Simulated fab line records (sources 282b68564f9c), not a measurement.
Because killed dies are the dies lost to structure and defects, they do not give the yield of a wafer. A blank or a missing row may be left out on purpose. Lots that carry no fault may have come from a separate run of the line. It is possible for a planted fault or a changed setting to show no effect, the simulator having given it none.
A struck lot beside a sound one | flow rit-cmos | 15 steps out of a route of 202
Sound: the wafers L348.1, L348.3, L348.5. Wafers struck: L344.2, L344.3, L344.5. The cause is given at the end.
Order at every step that has rows: each side's tool, ch and its chambers, its first start. Under that, the readings that differ: sound wafers | struck wafers | difference of the means | sigmas: that difference in standard deviations of wafers without a fault.
alike: words and numbers the same on both sides, and readings whose means are apart by under 2 such deviations; not compared: readings that were withheld, readings missing a value for some wafer, numbers with overlapping values and no deviation given by the record, and bounds like >300 which may hide the same value.
The two part at a step that has a row with sigmas, a row that says differs or no value, or rows on one side only. Numbers that don't overlap but have no deviation are shown without sigmas and don't part them. Lack of a reading on every wafer of one side parts them only where that side has two or more wafers.

RIT_CONTACT_CVD_00: deposits SiO2 from TEOS, target thk 400 nm, time 61 s.
  sound on pecvd-01 ch 0,2, day 6 20:07; struck on pecvd-03 ch 0,1, day 6 01:09
  alike: heater-power-w
RIT_CONTACT_THK_MEAS_01:
  struck on film-metro-04, day 6 01:13; sound on film-metro-04, day 6 20:10
  alike: CONTACT_TEOS_THK
then, 6 steps without rows for these wafers: RIT_CONTACT_HMDS_02 (prime time 60 s); RIT_CONTACT_COAT_03 (resist thk 1000 nm); RIT_CONTACT_SOFTBAKE_04 (time 60 s); RIT_CONTACT_EXPOSE_05 (exposes mask M11, target cd 1000 nm); RIT_CONTACT_PEB_06; RIT_CONTACT_DEVELOP_07 (develop time 120 s).
RIT_CONTACT_CD_MEAS_08: target cd 1000 nm.
  struck on cd-sem-02, day 6 02:22; sound on cd-sem-01, day 6 21:11
  alike: cd-nm
RIT_CONTACT_OVL_MEAS_09:
  struck on overlay-01, day 6 02:29; sound on overlay-01, day 6 21:19
  alike: CONTACT_OVL
then, 1 step without rows for these wafers: RIT_CONTACT_HARDBAKE_10 (time 60 s).
RIT_CONTACT_ETCH_11: etches SiO2 in CHF3/CF4/Ar, stops on TiSi2, target depth 480 nm, time 320 s.
  sound on rie-diel-04 ch 0, day 6 21:43; struck on rie-diel-04 ch 1,3, day 6 02:40
  alike: drypump-motor-current-A, oes-product-au, throttle-valve-pct
  not compared: rf-hours-counter-h
RIT_CONTACT_STRIP_12: strips in O2, time 180 s.
  sound on plasma-asher-01 ch 0,1, day 6 22:01; struck on plasma-asher-02 ch 0,1, day 6 02:51
  no value came back on the struck wafers for chamber-pressure-mTorr (mTorr), drypump-motor-current-A (A), o2-flow-sccm (sccm); on the sound wafers chamber-pressure-mTorr (mTorr) reads 4011 3999 3997
  reading                                      | sound | struck            | difference | sigmas
  model.NOVOLAK_of_CONTACT_COAT_03.thk-nm (nm) | 0 0 0 | 769.6 767.1 768.4 | +768.4     |
  not compared: rf-hours-counter-h
RIT_CONTACT_CD_MEAS_90: target cd 1000 nm.
  struck on cd-sem-02, day 6 03:03; sound on cd-sem-01, day 6 22:11
  alike: cd-nm
RIT_M1_PROBE_99:
  struck on prober-02, day 6 07:41; sound on prober-02, day 7 02:44
  reading            | sound | struck      | difference | sigmas
  killed_at_M0_to_M3 | 0 0 0 | 255 257 258 | +257       | +99 or more
  killed-dies        | 5 4 5 | 264 264 264 | +259       | +84
  killed-on-rim      | 0 0 1 | 70 70 70    | +70        | +50
  alike: killed-at-contacts, killed-at-front-end, killed-open, killed-short

## WHERE THEY PART
First at RIT_CONTACT_STRIP_12; last, within this record, at RIT_M1_PROBE_99.

WHY: what the simulator had put in
At RIT_CONTACT_STRIP_12, the step was skipped entirely on plasma-asher-02 from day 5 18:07 on. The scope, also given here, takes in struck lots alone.
